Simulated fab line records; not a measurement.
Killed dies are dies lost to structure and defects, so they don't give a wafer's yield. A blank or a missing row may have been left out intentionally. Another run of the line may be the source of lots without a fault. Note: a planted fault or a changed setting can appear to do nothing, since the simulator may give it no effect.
A lot that was struck, set against a sound lot || flow rit cmos || 39 steps out of a route of 202
Sound: these wafers, L938.2, L938.3, L938.4. Struck: wafers L953.1, L953.2, L953.4. The cause is given at the end.
Each step with rows lists, per side, the tool, then ch with its chambers, then its first start. Under that, the readings that differ: sound wafers || struck wafers || difference of the means || sigmas: that difference in standard deviations of wafers without a fault.
alike: a reading whose means differ by less than 2 such deviations, as well as words and numbers matching on both sides. not compared: withheld readings; readings where some wafer has no value; bounds like >300 that might hide an equal value; numbers whose values overlap and for which the record gives no deviation.
A row with sigmas, a row that says differs or no value, or rows on one side alone: a step with any of these is where the two part. Non-overlapping numbers with no deviation appear without sigmas and do not part them. A reading missing from all wafers of one side parts the sides only when that side holds two or more wafers.

first, 3 steps without rows for these wafers: RIT_GATE_EXPOSE_13 (exposes mask M6, target cd 150 nm); RIT_GATE_PEB_14; RIT_GATE_DEVELOP_15 (develop time 50 s).
RIT_GATE_CD_MEAS_16: the cd target is 150 nm.
  sound on cd sem-01, day 3 04:18; struck on cd sem-01, day 6 06:35
  alike: cd nm
RIT_GATE_OVL_MEAS_17:
  sound on overlay-01, day 3 04:25; struck on overlay-02, day 6 06:42
  alike: GATE_OVL
then, 1 step without rows for these wafers: RIT_GATE_HARDBAKE_18 (time 60 s).
RIT_GATE_ETCH_19: etches poly-Si in SF6/CHF3/O2, stops on SiO2, time 165 s, target depth 312.5 nm.
  sound on rie si-01 ch 0,2,3, day 3 04:35; struck on rie si-02 ch 0,2,3, day 6 06:53
  alike: chamber pressure mTorr, drypump motor current A, oes product au, throttle valve pct
  not compared: rf hours counter h
RIT_GATE_STRIP_20: strips in O2, time 180 s.
  sound on plasma asher-03 ch 0,1, day 3 04:41; struck on plasma asher-04 ch 0,1, day 6 07:00
  alike: chamber pressure mTorr, drypump motor current A
  not compared: rf hours counter h
RIT_GATE_CD_MEAS_90: the cd target is 150 nm.
  sound on cd sem-01, day 3 04:53; struck on cd sem-01, day 6 07:10
  alike: cd nm
then, 3 steps without rows for these wafers: RIT_REOX_CLEAN_00 (cleans in SC1, time 600 s); RIT_REOX_CLEAN_01 (cleans in dHF, time 30 s); RIT_REOX_CLEAN_02 (cleans in SC2, time 600 s).
RIT_REOX_OXIDATION_03: target thk 25.2 nm, ox time 5580 s.
  sound on furnace-02 ch 0, day 3 05:22; struck on furnace-02 ch 0, day 6 08:19
{"reading": "spike tc centre C (C)", "sound": "903.1 903.2 902.8", "struck": "896.9 897.5 897.4", "difference": -5.8, "sigmas": -6}
{"reading": "spike tc load C (C)", "sound": "925.7 924.6 925.5", "struck": "921.6 921.4 920.3", "difference": -4.2, "sigmas": -3}
{"reading": "spike tc source C (C)", "sound": "922.8 921.8 923.0", "struck": "915.6 919.1 917.9", "difference": -5.0, "sigmas": -4}
{"reading": "tube center temp C (C)", "sound": "900.04 899.97 900.1", "struck": "894.19 894.12 894.27", "difference": -5.84, "sigmas": -77}
{"reading": "tube_center_temp_C_max", "sound": "902.3 902.9 902.5", "struck": "896.4 896.9 896.9", "difference": -5.8, "sigmas": -15}
{"reading": "model.SiO2_of_REOX_OXIDATION_03.thk nm (nm)", "sound": "25.65 25.41 25.62", "struck": "23.43 23.75 23.8", "difference": -1.90, "sigmas": ""}
  alike: zone power centre pct
RIT_REOX_THK_MEAS_04:
  sound on film metro-02, day 3 07:56; struck on film metro-02, day 6 10:52
{"reading": "REOX_OXIDE_THK (nm)", "sound": "25.6 25.4 25.6", "struck": "23.4 23.8 23.8", "difference": -1.9, "sigmas": -4}
then, 6 steps without rows for these wafers: RIT_NLDD_HMDS_00 (prime time 60 s); RIT_NLDD_COAT_01 (resist thk 1000 nm); RIT_NLDD_SOFTBAKE_02 (time 60 s); RIT_NLDD_EXPOSE_03 (exposes mask M7, target cd 40700 nm); RIT_NLDD_PEB_04; RIT_NLDD_DEVELOP_05 (develop time 50 s).
RIT_NLDD_OVL_MEAS_06:
  sound on overlay-01, day 3 09:07; struck on overlay-02, day 6 11:54
  alike: NLDD_OVL
then, 2 steps without rows for these wafers: RIT_NLDD_HARDBAKE_07 (time 60 s); RIT_NLDD_IMPLANT_08.
RIT_NLDD_STRIP_09: strips in O2, time 180 s.
  sound on plasma asher-01 ch 0,1, day 3 09:26; struck on plasma asher-04 ch 0,1, day 6 12:14
  alike: chamber pressure mTorr, drypump motor current A
  not compared: rf hours counter h
RIT_NLDD_TW_MEAS_10:
  sound on film metro-03, day 3 09:38; struck on film metro-03, day 6 12:25
  alike: NLDD_TW
then, 6 steps without rows for these wafers: RIT_PLDD_HMDS_00 (prime time 60 s); RIT_PLDD_COAT_01 (resist thk 1000 nm); RIT_PLDD_SOFTBAKE_02 (time 60 s); RIT_PLDD_EXPOSE_03 (exposes mask M8, target cd 40900 nm); RIT_PLDD_PEB_04; RIT_PLDD_DEVELOP_05 (develop time 50 s).
RIT_PLDD_OVL_MEAS_06:
  sound on overlay-02, day 3 10:32; struck on overlay-02, day 6 13:19
  alike: PLDD_OVL
then, 2 steps without rows for these wafers: RIT_PLDD_HARDBAKE_07 (time 60 s); RIT_PLDD_IMPLANT_08.
RIT_PLDD_STRIP_09: strips in O2, time 180 s.
  sound on plasma asher-04 ch 0,1, day 3 10:52; struck on plasma asher-04 ch 0,1, day 6 13:40
  alike: chamber pressure mTorr, drypump motor current A
  not compared: rf hours counter h
RIT_PLDD_TW_MEAS_10:
  sound on film metro-03, day 3 11:03; struck on film metro-04, day 6 13:50
  alike: PLDD_TW
RIT_SPACER_CLEAN_00: cleans in SC1, time 600 s.
  sound on wet bench-03 ch 3, day 3 11:06; struck on wet bench-03 ch 0, day 6 13:54
{"reading": "model.SiO2_of_REOX_OXIDATION_03.thk nm (nm)", "sound": "23.68 23.46 23.64", "struck": "21.61 21.91 21.95", "difference": -1.77, "sigmas": ""}
then, 1 step without rows for these wafers: RIT_SPACER_CLEAN_01 (cleans in dHF, time 30 s).
RIT_M1_PROBE_99:
  sound on prober-02, day 4 01:38; struck on prober-01, day 7 04:37
{"reading": "model.etest.pmos turned.r on ohm um", "sound": "3385 3417 3437", "struck": "3233 3252 3193", "difference": -187, "sigmas": ""}
{"reading": "model.etest.pldd.rs ohm sq", "sound": "491 473.2 484.1", "struck": "430.6 447.1 447.7", "difference": -41.0, "sigmas": ""}
{"reading": "model.etest.nmos turned.drive ua um", "sound": "310.2 312.5 307.9", "struck": "359.2 358.8 361.1", "difference": "+49.5", "sigmas": ""}
{"reading": "model.etest.nldd.rs ohm sq", "sound": "392.2 389 393", "struck": "342.5 348 346.9", "difference": -45.6, "sigmas": ""}
{"reading": "model.etest.pldd.line ohm um", "sound": "153.8 151.3 152.7", "struck": "134.6 138 138.8", "difference": -15.5, "sigmas": ""}
{"reading": "model.etest.pmos turned.drive ua um", "sound": "193 190.5 189", "struck": "206.4 204.1 207.8", "difference": "+15.3", "sigmas": ""}
{"reading": "model.etest.nldd.line ohm um", "sound": "126.2 123.7 124.5", "struck": "108.2 109.3 110.8", "difference": -15.4, "sigmas": ""}
{"reading": "model.etest.pmos turned.overlap ff um", "sound": "0.3576 0.3617 0.3584", "struck": "0.3722 0.3652 0.3714", "difference": "+0.0104", "sigmas": ""}
  alike: killed at contacts, killed at front end, killed dies, killed open, killed short

== WHERE THEY PART ==
Last at RIT_REOX_THK_MEAS_04 as far as this record goes, first at RIT_REOX_OXIDATION_03. Later steps at which nothing parts them and some readings are alike: RIT_NLDD_OVL_MEAS_06, RIT_NLDD_STRIP_09, RIT_NLDD_TW_MEAS_10, RIT_PLDD_OVL_MEAS_06, RIT_PLDD_STRIP_09, RIT_PLDD_TW_MEAS_10, RIT_M1_PROBE_99.

WHY: whatever the simulator had introduced
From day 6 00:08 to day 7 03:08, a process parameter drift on furnace-02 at RIT_REOX_OXIDATION_03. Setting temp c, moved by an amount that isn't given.
